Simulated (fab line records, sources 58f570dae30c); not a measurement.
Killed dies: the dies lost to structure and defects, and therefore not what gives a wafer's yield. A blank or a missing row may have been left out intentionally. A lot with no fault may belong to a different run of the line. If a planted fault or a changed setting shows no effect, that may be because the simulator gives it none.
Problem report in the 8D (eight disciplines) form, filled by code + flow berkeleyCmos170 + the parts of the form that need people (team, actions taken, sign-off) are left out

== 1. WHAT IS WRONG ==
M3_AL_RS at UCB170_M3_RS_MEAS_02 reads a mean of 0.0283 ohm/sq on 1 wafer of 1 lot; wafers without a fault read 0.0321 ohm/sq with a standard deviation of 0.00051. That is -7.5 standard deviations from the usual mean.
The step: measures by four-point-probe.
First seen on wafer L459.6, day 11 08:31, on filmMetro-01. Wafers with a number at this step in the record: 39, from 13 lots. Rule for "out" (also "out of limits"): further than 4 standard deviations from the usual mean. The rest of the wafers with a number are treated as sound.

== 2. WHAT IT IS; WHAT IT IS NOT ==
| question                    | is                | is not                                                                    |
|-----------------------------|-------------------|---------------------------------------------------------------------------|
| which readings at this step | M3_AL_RS          | -                                                                         |
| which lots                  | L459              | L443, L444, L446, L448, L449, L450, L453, L454, L455, L460, L465, L466    |
| which wafers of those lots  | L459.6            | L459.4, L459.5                                                            |
| read on which gauges        | filmMetro-01      | filmMetro-02, filmMetro-03                                                |
| when                        | from day 11 08:31 | up to then (32 sound wafers); but 6 sound wafers of L465, L466 came after |

== 3. SUSPECTS, AND WHAT RULES EACH OUT ==
Counting: if a tool at a process step up to the reading ran every lot that is out, it stays a suspect. Sound lots after the first of them don't rule it out here, since some wafers of a struck lot are sound.
- ruled out: the gauge at UCB170_M3_RS_MEAS_02. All the wafers that are out were read on filmMetro-01, but those of them that UCB170_M3_SPUTTER_01 has rows for are out there too, on other tools.
- pvdSputter-04 at UCB170_M3_SPUTTER_01 (material Al, target thk 900 nm, time 120 s): kept. The lot that is out, L459, ran on it at day 11 08:22; the last sound lot it ran before that was L453, at day 9 04:52. Its own chamberPressurePa, throttleValvePct readings are out on those wafers.
Left after counting: pvdSputter-04 at UCB170_M3_SPUTTER_01.

== 4. THE CAUSE (what the simulator had put in) ==
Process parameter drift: pvdSputter-04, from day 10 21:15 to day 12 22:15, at UCB170_M3_SPUTTER_01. A move of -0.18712 in setting chamberPressurePa, from 0.5. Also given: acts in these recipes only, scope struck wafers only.
The count eliminated every tool but this one.

== 5. THE EFFECT CHAIN, in route order ==
Rows list readings where the struck wafers' mean (over those with a number) sits beyond 3 standard deviations from the usual. Readings are gone through only where the record gives a usual standard deviation; hours: the median, over the lots, of the time from a lot's start at the first step in this table giving one to that lot's start at this step; sigmas: the change measured in usual standard deviations.
| hours | step                    | reading           | usual         | on struck wafers | change  | sigmas      |
|-------|-------------------------|-------------------|---------------|------------------|---------|-------------|
| 0     | UCB170_M3_SPUTTER_01    | chamberPressurePa | 0.5000 Pa     | 0.3145           | -0.1855 | -99 or more |
| 0     | UCB170_M3_SPUTTER_01    | throttleValvePct  | 29.9 %        | 36.4             | +6.5    | +8.3        |
| 0     | UCB170_M3_RS_MEAS_02    | M3_AL_RS          | 0.0321 ohm/sq | 0.0283           | -0.0038 | -7.5        |
| 0     | UCB170_M3_THK_MEAS_03   | M3_AL_THK         | 916 nm        | 1017             | +101    | +6.7        |
| 3     | UCB170_M3_METAL_ETCH_18 | oesProductAu      | 0.857 a.u.    | 0.920            | +0.063  | +3.5        |
Its process steps:
- UCB170_M3_SPUTTER_01: material Al, target thk 900 nm, time 120 s.
- UCB170_M3_METAL_ETCH_18: etches Al in Cl2/BCl3, stops on SiO2, target depth 1170 nm, time 195 s.

== 6. HOW IT WOULD HAVE BEEN CAUGHT EARLIER ==
The first out-of-limits reading at a measuring or inspecting step in this record came at day 11 08:31, 11 hours after the fault's start at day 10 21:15.
Tool's own readings at UCB170_M3_SPUTTER_01, chamberPressurePa, throttleValvePct: out on all struck wafers the step has rows for; an alarm limit on them would have tripped on the first.
The start of UCB170_M3_SPUTTER_01 on pvdSputter-04 came by day 11 08:31 for every one of the lots that are out (1). Tool hold at that time: it would have spared none of them.
